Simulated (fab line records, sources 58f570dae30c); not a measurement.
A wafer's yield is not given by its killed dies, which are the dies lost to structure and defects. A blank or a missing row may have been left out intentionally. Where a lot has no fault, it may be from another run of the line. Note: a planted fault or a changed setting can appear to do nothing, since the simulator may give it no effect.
Problem report, 8D (eight disciplines) form, completed by code + flow berkeleyCmos170 + the parts of the form that need people (team, actions taken, sign-off) are left out

1. PROBLEM STATEMENT
o2FlowSccm at UCB170_M2_STRIP_07 reads a mean of 480.1 sccm on 6 wafers of 2 lots; wafers without a fault read 400.0 sccm with a standard deviation of 1.8. Relative to the usual mean, that is a shift of +45 standard deviations.
The step: strips in O2.
The first sign was on wafer L902.1 at day 11 08:46, on plasmaAsher-03. The record has a number at this step for 18 wafers belonging to 6 lots. By rule, "out" or "out of limits" means more than 4 standard deviations away from the usual mean. The rest of the wafers with a number are treated as sound.

2. WHAT IT IS, AND WHAT IT ISN'T
| question                    | is                               | is not                                                                         |
|-----------------------------|----------------------------------|--------------------------------------------------------------------------------|
| which readings at this step | o2FlowSccm, stripTimeToEndpointS | chamberPressureMTorr, drypumpMotorCurrentA                                     |
| which lots                  | L901, L902                       | L894, L907, L911, L912                                                         |
| which wafers of those lots  | all that have a number           | -                                                                              |
| read on which tools         | plasmaAsher-03                   | plasmaAsher-01, plasmaAsher-02                                                 |
| when                        | from day 11 08:46                | up to then (3 sound wafers); but 9 sound wafers of L907, L911, L912 came after |

3. WHAT RULES OUT EACH SUSPECT
Counting: a tool stays on the suspect list if, at a process step up to the reading, it processed all lots that are out and no sound lot following the first of them.
- plasmaAsher-02 at UCB170_V1_STRIP_15 (strips in O2): ruled out as a lasting fault. Following L902 (day 11 07:46), the first lot on it that is out, the sound lots L907 were run on it.
- plasmaAsher-03 at UCB170_M2_STRIP_07 (strips in O2): kept. Every lot that is out went through it, starting with L902 (day 11 08:46), and after that it ran no sound lot; the last sound lot it ran before then is L894 (day 9 00:00). Its own readings are out on those wafers: o2FlowSccm, stripTimeToEndpointS.
Remaining after the count: plasmaAsher-03 at UCB170_M2_STRIP_07.

4. THE CAUSE (what the simulator had put in)
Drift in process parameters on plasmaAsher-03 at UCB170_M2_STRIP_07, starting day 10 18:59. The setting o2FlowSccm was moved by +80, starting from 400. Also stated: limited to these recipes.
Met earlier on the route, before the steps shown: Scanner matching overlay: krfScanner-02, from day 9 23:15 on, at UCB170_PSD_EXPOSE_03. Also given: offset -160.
Only this tool survived the counting.

5. THE CHAIN OF EFFECTS, in route order
Rows list readings where the struck wafers' mean (over those with a number) sits beyond 3 standard deviations from the usual. Only readings whose record carries a usual standard deviation are examined. hours: median over the lots of the time between each lot's start at the first step of this table that gives one and its start at this step. sigmas: the change, counted in usual standard deviations.
| hours | step               | reading              | usual      | on struck wafers | change | sigmas |
|-------|--------------------|----------------------|------------|------------------|--------|--------|
| 0     | UCB170_M2_STRIP_07 | o2FlowSccm           | 400.0 sccm | 480.1            | +80.1  | +45    |
| 0     | UCB170_M2_STRIP_07 | stripTimeToEndpointS | 21.99 s    | 21.54            | -0.45  | -6.6   |
The process steps in it:
- UCB170_M2_STRIP_07: strips in O2.

6. WHAT WOULD HAVE CAUGHT IT SOONER
The fault began at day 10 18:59; the first out-of-limits reading in this record came at day 11 08:46, 14 hours later.
